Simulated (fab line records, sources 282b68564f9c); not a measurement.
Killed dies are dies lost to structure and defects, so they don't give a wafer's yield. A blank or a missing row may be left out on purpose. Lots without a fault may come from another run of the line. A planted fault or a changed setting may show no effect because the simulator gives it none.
One fault seen from 2 desks | flow rit_cmos | each desk has only its own numbers; what lay behind them comes last

THE METROLOGY DESK
What the gauges read, lot by lot, whatever tool the lot ran on: means of the sampled wafers that have a number. A lot is out of limits, marked OUT, if its mean lies more than 4 standard deviations from the usual mean; the brackets give that distance.
Columns: A = ACTIVE_OXIDE_THK at RIT_ACTIVE_THK_MEAS_02, usual 47.0 nm; B = NWELL_RS at RIT_WELLDRIVE_RS_MEAS_01, usual 275.5 ohm/sq; C = PWELL_RS at RIT_WELLDRIVE_RS_MEAS_02, usual 429.7 ohm/sq
lot  | first seen here | A    | B               | C
L973 | day 1 12:25     | 48.2 | 274.5           | 429.2
L974 | day 1 17:56     | 47.5 | 275.2           | 429.5
L975 | day 1 23:23     | 46.6 | 276.2           | 429.5
L976 | day 2 04:05     | 47.3 | 275.4           | 429.6
L977 | day 2 08:44     | 48.7 | 276.8           | 428.1
L981 | day 3 04:46     | 48.0 | 276.0           | 429.2
L982 | day 3 09:03     | 47.4 | 274.5           | 430.2
L983 | day 3 16:21     | 46.7 | 286.0 (+15) OUT | 441.0 (+12) OUT
L984 | day 3 19:38     | 44.9 | 286.4 (+16) OUT | 440.6 (+12) OUT
L985 | day 4 00:41     | 46.1 | 275.2           | 430.6
L990 | day 5 02:55     | 47.1 | 275.5           | 429.1
L991 | day 5 06:58     | 46.4 | 275.4           | 429.8
L992 | day 5 11:22     | 47.1 | 275.6           | 431.4
L995 | day 6 02:33     | 47.6 | 274.9           | 429.1
This desk's finding: out of limits on L983, L984; first on L983, day 4 07:52 (NWELL_RS at RIT_WELLDRIVE_RS_MEAS_01). In limits: L973, L974, L975, L976, L977, L981, L982, L985, L990, L991, L992, L995.

THE TOOL OWNER'S DESK: furnace-04
The tool's own readings at RIT_WELLDRIVE_ANNEAL_00 (time 14700 s): means of the sampled wafers that have a number, for each lot that ran on this tool. A lot is out of limits, marked OUT, if its mean lies more than 4 standard deviations from the usual mean; the brackets give that distance.
Columns: A = run_length_s at RIT_WELLDRIVE_ANNEAL_00, usual 18268 s; B = spike_tc_load_C at RIT_WELLDRIVE_ANNEAL_00, usual 1128.1 C
lot  | first seen here | A                       | B
L974 | day 2 05:40     | 18268                   | 1129.1
L976 | day 2 16:18     | 18266                   | 1127.9
L981 | day 3 18:39     | 18267                   | 1129.0
L983 | day 4 02:46     | 15326 (-99 or more) OUT | 1128.7
L984 | day 4 11:06     | 15336 (-99 or more) OUT | 1127.7
This desk's finding: out of limits on L983, L984; first on L983, day 4 02:46 (run_length_s at RIT_WELLDRIVE_ANNEAL_00). In limits: L974, L976, L981.

PUT TOGETHER
The tool owner's desk could have raised an alarm at day 4 02:46, on L983, L984.
The metrology desk could have raised an alarm at day 4 07:52, on L983, L984.
Of the lots named, all ran RIT_WELLDRIVE_ANNEAL_00 on furnace-04.

WHAT THE SIMULATOR HAD PUT IN
Process parameter drift: furnace-04, from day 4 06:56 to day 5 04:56, at RIT_WELLDRIVE_ANNEAL_00. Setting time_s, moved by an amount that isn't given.
Lots struck among those shown: L983, L984.
